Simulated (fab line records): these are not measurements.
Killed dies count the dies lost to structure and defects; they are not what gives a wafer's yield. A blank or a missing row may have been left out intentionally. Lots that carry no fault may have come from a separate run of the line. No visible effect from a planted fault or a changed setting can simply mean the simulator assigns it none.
fab line records || flow rit-cmos
record: {"lots": 15, "wafers": 45, "last-day": 7}
route steps=202 shown GATE@89 M1@202
lots with no fault: from the same line, run without faults
start-h: hours from the record's first day to the start of the lot's first wafer shown || wait-h: how many hours have passed since the lot's step before this one || " repeats the value in the row above || L1.1+2: a single row standing in for several wafers || - no value present, or no start provided || * or withheld: withheld || < > ~ a bound
route shown NAME@n: names a module that has steps shown in the file, with the first one's number in the route || usual: mean/standard deviation of fault-free wafers || same: alike in all rows || chamber/n: place in a boat || sites: per-site readings || _std_site: the standard deviation of these || _edge_site: outer sites' mean less inner sites' || radius-mm: how far each site lies from the wafer's centre || mask NAME#n: copy n || behind: the tool/chamber that last shaped the wafer || hold: the reason the lot was held/the length of the hold in hours/how it ended || device: the transistor (n, p or np) that didn't switch || end of line: the same wafers' tests at the end of the route || a step without rows: its recipe alone || killed: dies lost to structure and defects at the first sort, not the wafer's yield || map: the dies of a wafer, with x for killed, . for not killed, _ for no die there
set.NAME: setting as actually run; set.NAME@STEP: the setting as run at that earlier step || model.NAME: the simulator's own value behind a step, which no gauge read
route steps across a sampled set of lots; one table per step, one row per wafer
services: when a tool's chamber went out of use (start-h, in hours from the record's first day, below 0 if earlier), for how many hours, and the reason
== steps ==
step: RIT_GATE_EXPOSE_13
recipe: {"mask-id": "M6", "na": 0.6, "source-shape": "conventional", "sigma-outer": 0.6, "target-cd-nm": 150, "dose-mj": 380}
usual: {"stage-vel-mm-s": "500.06/0.26"}
{"lot.wafer": "L976.3", "tool": "iline-stepper-01", "chamber": 0, "start-h": 41.11, "wait-h": 0.4, "mask": "M6#0", "stage-vel-mm-s": 500.23}
{"lot.wafer": "L976.5", "tool": "iline-stepper-01", "chamber": 0, "start-h": 41.11, "wait-h": 0.4, "mask": "M6#0", "stage-vel-mm-s": 500.35}
{"lot.wafer": "L976.6", "tool": "iline-stepper-01", "chamber": 0, "start-h": 41.11, "wait-h": 0.4, "mask": "M6#0", "stage-vel-mm-s": 499.80}
{"lot.wafer": "L977.1", "tool": "iline-stepper-02", "chamber": 0, "start-h": 42.94, "wait-h": 0.2, "mask": "M6#0", "stage-vel-mm-s": 499.98}
{"lot.wafer": "L977.5", "tool": "iline-stepper-02", "chamber": 0, "start-h": 42.94, "wait-h": 0.2, "mask": "M6#0", "stage-vel-mm-s": 499.66}
{"lot.wafer": "L977.6", "tool": "iline-stepper-02", "chamber": 0, "start-h": 42.94, "wait-h": 0.2, "mask": "M6#0", "stage-vel-mm-s": 499.77}
{"lot.wafer": "L979.1", "tool": "iline-stepper-02", "chamber": 0, "start-h": 58.40, "wait-h": 0.2, "mask": "M6#0", "stage-vel-mm-s": 499.79}
{"lot.wafer": "L979.3", "tool": "iline-stepper-02", "chamber": 0, "start-h": 58.40, "wait-h": 0.2, "mask": "M6#0", "stage-vel-mm-s": 500.06}
{"lot.wafer": "L979.6", "tool": "iline-stepper-02", "chamber": 0, "start-h": 58.40, "wait-h": 0.2, "mask": "M6#0", "stage-vel-mm-s": 499.91}
{"lot.wafer": "L980.2", "tool": "iline-stepper-02", "chamber": 0, "start-h": 62.52, "wait-h": 0.1, "mask": "M6#0", "stage-vel-mm-s": 500.11}
{"lot.wafer": "L980.3", "tool": "iline-stepper-02", "chamber": 0, "start-h": 62.52, "wait-h": 0.1, "mask": "M6#0", "stage-vel-mm-s": 500.12}
{"lot.wafer": "L980.4", "tool": "iline-stepper-02", "chamber": 0, "start-h": 62.52, "wait-h": 0.1, "mask": "M6#0", "stage-vel-mm-s": 500.19}
{"lot.wafer": "L983.3", "tool": "iline-stepper-01", "chamber": 0, "start-h": 71.81, "wait-h": 0.1, "mask": "M6#0", "stage-vel-mm-s": 499.97}
{"lot.wafer": "L983.4", "tool": "iline-stepper-01", "chamber": 0, "start-h": 71.81, "wait-h": 0.1, "mask": "M6#0", "stage-vel-mm-s": 499.55}
{"lot.wafer": "L983.6", "tool": "iline-stepper-01", "chamber": 0, "start-h": 71.81, "wait-h": 0.1, "mask": "M6#0", "stage-vel-mm-s": 499.87}
{"lot.wafer": "L984.1", "tool": "iline-stepper-02", "chamber": 0, "start-h": 76.67, "wait-h": 0.2, "mask": "M6#0", "stage-vel-mm-s": 500.43}
{"lot.wafer": "L984.2", "tool": "iline-stepper-02", "chamber": 0, "start-h": 76.67, "wait-h": 0.2, "mask": "M6#0", "stage-vel-mm-s": 500.56}
{"lot.wafer": "L984.5", "tool": "iline-stepper-02", "chamber": 0, "start-h": 76.67, "wait-h": 0.2, "mask": "M6#0", "stage-vel-mm-s": 500.22}
{"lot.wafer": "L986.3", "tool": "iline-stepper-02", "chamber": 0, "start-h": 89.60, "wait-h": 0.1, "mask": "M6#0", "stage-vel-mm-s": 500.32}
{"lot.wafer": "L986.4", "tool": "iline-stepper-02", "chamber": 0, "start-h": 89.60, "wait-h": 0.1, "mask": "M6#0", "stage-vel-mm-s": 500.54}
{"lot.wafer": "L986.5", "tool": "iline-stepper-02", "chamber": 0, "start-h": 89.60, "wait-h": 0.1, "mask": "M6#0", "stage-vel-mm-s": 500.18}
{"lot.wafer": "L988.2", "tool": "iline-stepper-02", "chamber": 0, "start-h": 97.04, "wait-h": 0.2, "mask": "M6#0", "stage-vel-mm-s": 500.68}
{"lot.wafer": "L988.5", "tool": "iline-stepper-02", "chamber": 0, "start-h": 97.04, "wait-h": 0.2, "mask": "M6#0", "stage-vel-mm-s": 500.20}
{"lot.wafer": "L988.6", "tool": "iline-stepper-02", "chamber": 0, "start-h": 97.04, "wait-h": 0.2, "mask": "M6#0", "stage-vel-mm-s": 500.20}
{"lot.wafer": "L989.4", "tool": "iline-stepper-01", "chamber": 0, "start-h": 100.89, "wait-h": 0.2, "mask": "M6#0", "stage-vel-mm-s": 500.04}
{"lot.wafer": "L989.5", "tool": "iline-stepper-01", "chamber": 0, "start-h": 100.89, "wait-h": 0.2, "mask": "M6#0", "stage-vel-mm-s": 500.37}
{"lot.wafer": "L989.6", "tool": "iline-stepper-01", "chamber": 0, "start-h": 100.89, "wait-h": 0.2, "mask": "M6#0", "stage-vel-mm-s": 500.25}
{"lot.wafer": "L991.2", "tool": "iline-stepper-02", "chamber": 0, "start-h": 112.27, "wait-h": 0.2, "mask": "M6#0", "stage-vel-mm-s": 500.13}
{"lot.wafer": "L991.3", "tool": "iline-stepper-02", "chamber": 0, "start-h": 112.27, "wait-h": 0.2, "mask": "M6#0", "stage-vel-mm-s": 500.07}
{"lot.wafer": "L991.5", "tool": "iline-stepper-02", "chamber": 0, "start-h": 112.27, "wait-h": 0.2, "mask": "M6#0", "stage-vel-mm-s": 500.04}
{"lot.wafer": "L994.1", "tool": "iline-stepper-02", "chamber": 0, "start-h": 127.00, "wait-h": 0.2, "mask": "M6#0", "stage-vel-mm-s": 499.74}
{"lot.wafer": "L994.4", "tool": "iline-stepper-02", "chamber": 0, "start-h": 127.00, "wait-h": 0.2, "mask": "M6#0", "stage-vel-mm-s": 499.73}
{"lot.wafer": "L994.5", "tool": "iline-stepper-02", "chamber": 0, "start-h": 127.00, "wait-h": 0.2, "mask": "M6#0", "stage-vel-mm-s": 500.03}
{"lot.wafer": "L996.2", "tool": "iline-stepper-01", "chamber": 0, "start-h": 136.29, "wait-h": 0.1, "mask": "M6#0", "stage-vel-mm-s": 500.09}
{"lot.wafer": "L996.5", "tool": "iline-stepper-01", "chamber": 0, "start-h": 136.29, "wait-h": 0.1, "mask": "M6#0", "stage-vel-mm-s": 499.92}
{"lot.wafer": "L996.6", "tool": "iline-stepper-01", "chamber": 0, "start-h": 136.29, "wait-h": 0.1, "mask": "M6#0", "stage-vel-mm-s": 499.95}
{"lot.wafer": "L997.3", "tool": "iline-stepper-01", "chamber": 0, "start-h": 143.60, "wait-h": 0.1, "mask": "M6#0", "stage-vel-mm-s": 500.14}
{"lot.wafer": "L997.4", "tool": "iline-stepper-01", "chamber": 0, "start-h": 143.60, "wait-h": 0.1, "mask": "M6#0", "stage-vel-mm-s": 500.22}
{"lot.wafer": "L997.6", "tool": "iline-stepper-01", "chamber": 0, "start-h": 143.60, "wait-h": 0.1, "mask": "M6#0", "stage-vel-mm-s": 500.07}
{"lot.wafer": "L998.1", "tool": "iline-stepper-01", "chamber": 0, "start-h": 147.82, "wait-h": 0.1, "mask": "M6#0", "stage-vel-mm-s": 500.01}
{"lot.wafer": "L998.4", "tool": "iline-stepper-01", "chamber": 0, "start-h": 147.82, "wait-h": 0.1, "mask": "M6#0", "stage-vel-mm-s": 499.43}
{"lot.wafer": "L998.6", "tool": "iline-stepper-01", "chamber": 0, "start-h": 147.82, "wait-h": 0.1, "mask": "M6#0", "stage-vel-mm-s": 499.27}
{"lot.wafer": "L999.1", "tool": "iline-stepper-01", "chamber": 0, "start-h": 151.64, "wait-h": 0.1, "mask": "M6#0", "stage-vel-mm-s": 499.99}
{"lot.wafer": "L999.2", "tool": "iline-stepper-01", "chamber": 0, "start-h": 151.64, "wait-h": 0.1, "mask": "M6#0", "stage-vel-mm-s": 500.05}
{"lot.wafer": "L999.6", "tool": "iline-stepper-01", "chamber": 0, "start-h": 151.64, "wait-h": 0.1, "mask": "M6#0", "stage-vel-mm-s": 500.02}
step: RIT_GATE_OVL_MEAS_17
usual: {"GATE_OVL": "-0.7/1.3"}
{"lot.wafer": "L976.3", "tool": "overlay-01", "chamber": "-", "start-h": 41.60, "wait-h": 0.1, "GATE_OVL[nm]": 0.3}
{"lot.wafer": "L976.5", "tool": "overlay-01", "chamber": "-", "start-h": 41.60, "wait-h": 0.1, "GATE_OVL[nm]": 0.6}
{"lot.wafer": "L976.6", "tool": "overlay-01", "chamber": "-", "start-h": 41.60, "wait-h": 0.1, "GATE_OVL[nm]": -0.4}
{"lot.wafer": "L977.1", "tool": "overlay-02", "chamber": "-", "start-h": 43.46, "wait-h": 0.1, "GATE_OVL[nm]": -1.0}
{"lot.wafer": "L977.5", "tool": "overlay-02", "chamber": "-", "start-h": 43.46, "wait-h": 0.1, "GATE_OVL[nm]": -3.4}
{"lot.wafer": "L977.6", "tool": "overlay-02", "chamber": "-", "start-h": 43.46, "wait-h": 0.1, "GATE_OVL[nm]": -1.4}
{"lot.wafer": "L979.1", "tool": "overlay-01", "chamber": "-", "start-h": 58.92, "wait-h": 0.1, "GATE_OVL[nm]": -0.2}
{"lot.wafer": "L979.3", "tool": "overlay-01", "chamber": "-", "start-h": 58.92, "wait-h": 0.1, "GATE_OVL[nm]": 1.6}
{"lot.wafer": "L979.6", "tool": "overlay-01", "chamber": "-", "start-h": 58.92, "wait-h": 0.1, "GATE_OVL[nm]": 0.3}
{"lot.wafer": "L980.2", "tool": "overlay-02", "chamber": "-", "start-h": 63.16, "wait-h": 0.1, "GATE_OVL[nm]": -0.7}
{"lot.wafer": "L980.3", "tool": "overlay-02", "chamber": "-", "start-h": 63.16, "wait-h": 0.1, "GATE_OVL[nm]": -1.0}
{"lot.wafer": "L980.4", "tool": "overlay-02", "chamber": "-", "start-h": 63.16, "wait-h": 0.1, "GATE_OVL[nm]": -2.4}
{"lot.wafer": "L983.3", "tool": "overlay-02", "chamber": "-", "start-h": 72.30, "wait-h": 0.1, "GATE_OVL[nm]": -1.4}
{"lot.wafer": "L983.4", "tool": "overlay-02", "chamber": "-", "start-h": 72.30, "wait-h": 0.1, "GATE_OVL[nm]": -1.9}
{"lot.wafer": "L983.6", "tool": "overlay-02", "chamber": "-", "start-h": 72.30, "wait-h": 0.1, "GATE_OVL[nm]": -0.8}
{"lot.wafer": "L984.1", "tool": "overlay-02", "chamber": "-", "start-h": 77.19, "wait-h": 0.1, "GATE_OVL[nm]": 0.7}
{"lot.wafer": "L984.2", "tool": "overlay-02", "chamber": "-", "start-h": 77.19, "wait-h": 0.1, "GATE_OVL[nm]": -2.8}
{"lot.wafer": "L984.5", "tool": "overlay-02", "chamber": "-", "start-h": 77.19, "wait-h": 0.1, "GATE_OVL[nm]": -1.6}
{"lot.wafer": "L986.3", "tool": "overlay-01", "chamber": "-", "start-h": 90.12, "wait-h": 0.1, "GATE_OVL[nm]": -0.8}
{"lot.wafer": "L986.4", "tool": "overlay-01", "chamber": "-", "start-h": 90.12, "wait-h": 0.1, "GATE_OVL[nm]": 0.1}
{"lot.wafer": "L986.5", "tool": "overlay-01", "chamber": "-", "start-h": 90.12, "wait-h": 0.1, "GATE_OVL[nm]": -1.1}
{"lot.wafer": "L988.2", "tool": "overlay-02", "chamber": "-", "start-h": 97.55, "wait-h": 0.1, "GATE_OVL[nm]": -151.9}
{"lot.wafer": "L988.5", "tool": "overlay-02", "chamber": "-", "start-h": 97.55, "wait-h": 0.1, "GATE_OVL[nm]": -151.9}
{"lot.wafer": "L988.6", "tool": "overlay-02", "chamber": "-", "start-h": 97.55, "wait-h": 0.1, "GATE_OVL[nm]": -152.1}
{"lot.wafer": "L989.4", "tool": "overlay-02", "chamber": "-", "start-h": 101.44, "wait-h": 0.1, "GATE_OVL[nm]": -1.0}
{"lot.wafer": "L989.5", "tool": "overlay-02", "chamber": "-", "start-h": 101.44, "wait-h": 0.1, "GATE_OVL[nm]": -1.8}
{"lot.wafer": "L989.6", "tool": "overlay-02", "chamber": "-", "start-h": 101.44, "wait-h": 0.1, "GATE_OVL[nm]": -1.6}
{"lot.wafer": "L991.2", "tool": "overlay-02", "chamber": "-", "start-h": 112.98, "wait-h": 0.1, "GATE_OVL[nm]": -152.2}
{"lot.wafer": "L991.3", "tool": "overlay-02", "chamber": "-", "start-h": 112.98, "wait-h": 0.1, "GATE_OVL[nm]": -154.0}
{"lot.wafer": "L991.5", "tool": "overlay-02", "chamber": "-", "start-h": 112.98, "wait-h": 0.1, "GATE_OVL[nm]": -152.0}
{"lot.wafer": "L994.1", "tool": "overlay-02", "chamber": "-", "start-h": 127.55, "wait-h": 0.1, "GATE_OVL[nm]": -149.9}
{"lot.wafer": "L994.4", "tool": "overlay-02", "chamber": "-", "start-h": 127.55, "wait-h": 0.1, "GATE_OVL[nm]": -151.3}
{"lot.wafer": "L994.5", "tool": "overlay-02", "chamber": "-", "start-h": 127.55, "wait-h": 0.1, "GATE_OVL[nm]": -151.5}
{"lot.wafer": "L996.2", "tool": "overlay-01", "chamber": "-", "start-h": 136.80, "wait-h": 0.1, "GATE_OVL[nm]": -0.6}
{"lot.wafer": "L996.5", "tool": "overlay-01", "chamber": "-", "start-h": 136.80, "wait-h": 0.1, "GATE_OVL[nm]": -0.8}
{"lot.wafer": "L996.6", "tool": "overlay-01", "chamber": "-", "start-h": 136.80, "wait-h": 0.1, "GATE_OVL[nm]": -1.4}
{"lot.wafer": "L997.3", "tool": "overlay-01", "chamber": "-", "start-h": 144.10, "wait-h": 0.1, "GATE_OVL[nm]": 0.0}
{"lot.wafer": "L997.4", "tool": "overlay-01", "chamber": "-", "start-h": 144.10, "wait-h": 0.1, "GATE_OVL[nm]": -2.1}
{"lot.wafer": "L997.6", "tool": "overlay-01", "chamber": "-", "start-h": 144.10, "wait-h": 0.1, "GATE_OVL[nm]": -0.7}
{"lot.wafer": "L998.1", "tool": "overlay-01", "chamber": "-", "start-h": 148.34, "wait-h": 0.1, "GATE_OVL[nm]": 1.3}
{"lot.wafer": "L998.4", "tool": "overlay-01", "chamber": "-", "start-h": 148.34, "wait-h": 0.1, "GATE_OVL[nm]": -1.4}
{"lot.wafer": "L998.6", "tool": "overlay-01", "chamber": "-", "start-h": 148.34, "wait-h": 0.1, "GATE_OVL[nm]": 0.4}
{"lot.wafer": "L999.1", "tool": "overlay-01", "chamber": "-", "start-h": 152.16, "wait-h": 0.1, "GATE_OVL[nm]": 2.2}
{"lot.wafer": "L999.2", "tool": "overlay-01", "chamber": "-", "start-h": 152.16, "wait-h": 0.1, "GATE_OVL[nm]": -0.5}
{"lot.wafer": "L999.6", "tool": "overlay-01", "chamber": "-", "start-h": 152.16, "wait-h": 0.1, "GATE_OVL[nm]": 0.6}
step: RIT_M1_PROBE_99
usual: {"killed_at_M0_to_M3": "0.0/0.2", "killed-at-contacts": "0.2/0.38", "killed-at-front-end": "6.7/3", "killed-dies": "6.9/3", "killed-on-rim": "1.8/1.4", "killed-open": "3.5/1.9", "killed-short": "3.3/2"}
same: {"gross-dies": 264, "killed_at_M4_up": 0, "killed-at-back-side": 0, "killed-at-other": 0}
{"lot.wafer": "L988.2", "tool": "prober-01", "chamber": "-", "start-h": 118.22, "wait-h": 0.1, "killed_at_M0_to_M3": 0, "killed-at-contacts": 0, "killed-at-front-end": 10, "killed-dies": 10, "killed-on-rim": 2, "killed-open": 5, "killed-short": 5}
{"lot.wafer": "L988.5", "tool": "prober-01", "chamber": "-", "start-h": 118.37, "wait-h": 0.2, "killed_at_M0_to_M3": 0, "killed-at-contacts": 0, "killed-at-front-end": 4, "killed-dies": 4, "killed-on-rim": 2, "killed-open": 3, "killed-short": 1}
{"lot.wafer": "L988.6", "tool": "prober-01", "chamber": "-", "start-h": 118.42, "wait-h": 0.2, "killed_at_M0_to_M3": 0, "killed-at-contacts": 0, "killed-at-front-end": 11, "killed-dies": 11, "killed-on-rim": 3, "killed-open": 5, "killed-short": 6}
{"lot.wafer": "L989.4", "tool": "prober-02", "chamber": "-", "start-h": 121.71, "wait-h": 0.2, "killed_at_M0_to_M3": 0, "killed-at-contacts": 1, "killed-at-front-end": 8, "killed-dies": 9, "killed-on-rim": 3, "killed-open": 6, "killed-short": 3}
{"lot.wafer": "L989.5", "tool": "prober-02", "chamber": "-", "start-h": 121.76, "wait-h": 0.2, "killed_at_M0_to_M3": 0, "killed-at-contacts": 0, "killed-at-front-end": 6, "killed-dies": 6, "killed-on-rim": 1, "killed-open": 3, "killed-short": 3}
{"lot.wafer": "L989.6", "tool": "prober-02", "chamber": "-", "start-h": 121.81, "wait-h": 0.2, "killed_at_M0_to_M3": 0, "killed-at-contacts": 1, "killed-at-front-end": 7, "killed-dies": 8, "killed-on-rim": 3, "killed-open": 2, "killed-short": 6}
{"lot.wafer": "L997.3", "tool": "prober-02", "chamber": "-", "start-h": 164.98, "wait-h": 0.2, "killed_at_M0_to_M3": 0, "killed-at-contacts": 0, "killed-at-front-end": 3, "killed-dies": 3, "killed-on-rim": 1, "killed-open": 2, "killed-short": 1}
{"lot.wafer": "L997.4", "tool": "prober-02", "chamber": "-", "start-h": 165.03, "wait-h": 0.2, "killed_at_M0_to_M3": 0, "killed-at-contacts": 0, "killed-at-front-end": 7, "killed-dies": 7, "killed-on-rim": 0, "killed-open": 3, "killed-short": 4}
{"lot.wafer": "L997.6", "tool": "prober-02", "chamber": "-", "start-h": 165.13, "wait-h": 0.2, "killed_at_M0_to_M3": 0, "killed-at-contacts": 1, "killed-at-front-end": 6, "killed-dies": 7, "killed-on-rim": 1, "killed-open": 5, "killed-short": 2}
{"lot.wafer": "L998.1", "tool": "prober-01", "chamber": "-", "start-h": 168.75, "wait-h": 0.1, "killed_at_M0_to_M3": 0, "killed-at-contacts": 1, "killed-at-front-end": 8, "killed-dies": 9, "killed-on-rim": 3, "killed-open": 4, "killed-short": 4}
{"lot.wafer": "L998.4", "tool": "prober-01", "chamber": "-", "start-h": 168.90, "wait-h": 0.2, "killed_at_M0_to_M3": 0, "killed-at-contacts": 0, "killed-at-front-end": 4, "killed-dies": 4, "killed-on-rim": 1, "killed-open": 2, "killed-short": 2}
{"lot.wafer": "L998.6", "tool": "prober-01", "chamber": "-", "start-h": 169.00, "wait-h": 0.2, "killed_at_M0_to_M3": 0, "killed-at-contacts": 1, "killed-at-front-end": 3, "killed-dies": 4, "killed-on-rim": 1, "killed-open": 1, "killed-short": 3}
killed by level:class
L988.2 GATE:geometric-particle:short=5 FOX2:geometric-particle:open=2 GATE:geometric-particle:open=2 REOX:geometric-particle:open=1
L988.5 GATE:geometric-particle:open=2 REOX:geometric-particle:short=1 REOX:geometric-particle:open=1
L988.6 GATE:geometric-particle:short=4 SPACER:geometric-particle:open=4 GATE:geometric-particle:open=1 REOX:geometric-particle:short=1 SILICIDE:geometric-particle:short=1
L989.4 GATE:geometric-particle:open=2 FOX2:geometric-particle:open=1 FOX2:geometric-particle:short=1 REOX:geometric-particle:open=1 REOX:geometric-particle:short=1 SPACER:geometric-particle:open=1 SILICIDE:geometric-particle:open=1 CONTACT:geometric-particle:short=1
L989.5 FOX1:geometric-particle:short=2 SPACER:geometric-particle:open=2 GATE:geometric-particle:short=1 SILICIDE:geometric-particle:open=1
L989.6 GATE:geometric-particle:short=3 REOX:geometric-particle:short=2 FOX2:geometric-particle:short=1 GATE:geometric-particle:open=1 CONTACT:geometric-particle:open=1
L997.3 FOX1:geometric-particle:open=1 REOX:geometric-particle:open=1 SPACER:geometric-particle:short=1
L997.4 GATE:geometric-particle:open=2 GATE:geometric-particle:short=2 FOX1:geometric-particle:short=1 REOX:geometric-particle:open=1 SILICIDE:geometric-particle:short=1
L997.6 GATE:geometric-particle:open=2 SILICIDE:geometric-particle:short=2 FOX1:geometric-particle:open=1 SPACER:geometric-particle:open=1 CONTACT:geometric-particle:open=1
L998.1 FOX1:geometric-particle:short=2 SPACER:geometric-particle:open=2 GATE:geometric-particle:open=1 GATE:geometric-particle:short=1 SILICIDE:geometric-particle:short=1 SILICIDE:geometric-particle:open=1 CONTACT:coat-microbubble-printed=1
L998.4 GATE:geometric-particle:open=1 SPACER:geometric-particle:open=1 SPACER:geometric-particle:short=1 SILICIDE:geometric-particle:short=1
L998.6 FOX1:geometric-particle:short=2 REOX:geometric-particle:open=1 CONTACT:geometric-particle:short=1
== services ==
{"tool": "iline-stepper-02", "chamber": "-", "start-h": 47.82, "hours": 4.0, "kind": "repair"}
{"tool": "iline-stepper-01", "chamber": 0, "start-h": 115.92, "hours": "-", "kind": "calibration"}
{"tool": "iline-stepper-01", "chamber": "-", "start-h": 150.46, "hours": 0.9, "kind": "repair"}
== key ==
first-sign: {"step": "RIT_GATE_OVL_MEAS_17", "reading": "GATE_OVL", "direction": "down", "sigmas": "99+", "usual": -0.7, "struck": -151.9}
effect none on later readings
met-at RIT_GATE_EXPOSE_13
struck-lots L988,L991,L994
tester-left-out L988,L991,L994
onset-between 89.60 97.04
fault: {"kind": "scanner-matching-overlay", "tool": "iline-stepper-02", "chamber": "-", "onset-h": 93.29, "steps": "RIT_GATE_EXPOSE_13", "offset": -150}
tester-left-out: of these lots the tester's yield and bins aren't shown, on N5 and GAA mostly nor the transistor test; their killed dies are dies lost to structure and defects alone, not to doping, threshold or leakage, so they don't give the yield
